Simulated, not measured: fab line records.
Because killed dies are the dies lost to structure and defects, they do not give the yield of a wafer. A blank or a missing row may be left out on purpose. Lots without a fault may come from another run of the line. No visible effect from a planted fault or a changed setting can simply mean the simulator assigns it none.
A lot that was struck, set against a sound lot || flow rit_cmos || 16 out of 202 route steps
Sound: these wafers, L213.4, L213.5, L213.6. The struck wafers were L215.1, L215.4, L215.5. The cause comes at the end.
Each step with rows lists, per side, the tool, then ch with its chambers, then its first start. Under that, the readings that differ: sound wafers || struck wafers || difference of the means || sigmas: that difference in standard deviations of wafers without a fault.
alike: a reading whose means differ by less than 2 such deviations, as well as words and numbers matching on both sides. not compared: withheld readings; readings where some wafer has no value; bounds like >300 that might hide an equal value; numbers whose values overlap and for which the record gives no deviation.
Wherever a step has rows on one side only, a row that says differs or no value, or a row with sigmas, the two part there. Numbers that don't overlap but have no deviation are shown without sigmas and don't part them. A reading missing from all wafers of one side parts the sides only when that side holds two or more wafers.

RIT_ACTIVE_BOW_MEAS_00:
  sound on film_metro-04 at day 2 06:04; struck on film_metro-02 at day 2 16:00
  alike: INCOMING_BOW
then, 1 step without rows for these wafers: RIT_ACTIVE_OXIDATION_01 (target thk 46.8 nm, ox time 3360 s).
RIT_ACTIVE_THK_MEAS_02:
  sound on film_metro-02 at day 2 08:05; struck on film_metro-01 at day 2 18:25
  alike: ACTIVE_OXIDE_THK
then, 1 step without rows for these wafers: RIT_ACTIVE_CVD_03 (deposits Si3N4 from SiH2Cl2/NH3, target thk 150 nm, time 1500 s).
RIT_ACTIVE_THK_MEAS_04:
  sound on film_metro-04 at day 2 10:05; struck on film_metro-02 at day 2 20:39
  alike: ACTIVE_NITRIDE_THK
then, 1 step without rows for these wafers: RIT_ACTIVE_HMDS_05 (prime time 60 s).
RIT_ACTIVE_COAT_06: resist thk 995 nm.
  sound on litho_track-03 ch 0, day 2 10:20; struck on litho_track-03 ch 0, day 2 20:52
{"reading": "spin_speed_rpm (rpm)", "sound": "3250.0 3252.1 3248.3", "struck": "3135.0 3132.3 3134.7", "difference": -116.1, "sigmas": -55}
{"reading": "model.NOVOLAK_of_ACTIVE_COAT_06.thk_nm (nm)", "sound": "996.3 997.3 993.9", "struck": "1017 1019 1018", "difference": "+22", "sigmas": ""}
then, 4 steps without rows for these wafers: RIT_ACTIVE_SOFTBAKE_07 (time 60 s); RIT_ACTIVE_EXPOSE_08 (exposes mask M1, target cd 1400 nm); RIT_ACTIVE_PEB_09; RIT_ACTIVE_DEVELOP_10 (develop time 50 s).
RIT_ACTIVE_CD_MEAS_11: target cd 1400 nm.
  sound on cd_sem-02 at day 2 11:09; struck on cd_sem-02 at day 2 21:54
  alike: cd_nm
then, 1 step without rows for these wafers: RIT_ACTIVE_HARDBAKE_12 (time 60 s).
RIT_ACTIVE_ETCH_13: etches Si3N4 in SF6, stops on SiO2, time 210 s, target depth 210 nm.
  sound on rie_diel-01 ch 0,1,2, day 2 11:22; struck on rie_diel-03 ch 0,1,3, day 2 22:22
{"reading": "model.NOVOLAK_of_ACTIVE_COAT_06.thk_nm (nm)", "sound": "658.1 654.3 646.3", "struck": "671.2 673.5 674.4", "difference": "+20.1", "sigmas": ""}
  alike: chamber_pressure_mTorr, drypump_motor_current_A, oes_product_au, rf_fwd_power_W, throttle_valve_pct
  not compared: rf_hours_counter_h
RIT_ACTIVE_STRIP_14: strips in O2, time 180 s.
  sound on plasma_asher-01 ch 0,1, day 2 11:33; struck on plasma_asher-03 ch 0,1, day 2 22:29
  alike: chamber_pressure_mTorr, drypump_motor_current_A
  not compared: rf_hours_counter_h
-- the record jumps here: 2 days lie between the struck wafers' starts before and after (it left off in module ACTIVE and takes up again in module M1, whose first step shown is number 202 of the route) --
RIT_M1_PROBE_99:
  sound on prober-01 at day 4 15:57; struck on prober-01 at day 5 07:06
  alike: killed_at_front_end, killed_dies, killed_open, killed_short

## WHERE THEY PART
Within this record, at RIT_ACTIVE_COAT_06 only. Later steps at which nothing parts them and some readings are alike: RIT_ACTIVE_CD_MEAS_11, RIT_ACTIVE_ETCH_13, RIT_ACTIVE_STRIP_14, RIT_M1_PROBE_99.

WHY: the cause the simulator had injected
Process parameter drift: litho_track-03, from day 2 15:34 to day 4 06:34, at RIT_ACTIVE_COAT_06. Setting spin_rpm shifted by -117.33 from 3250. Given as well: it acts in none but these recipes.
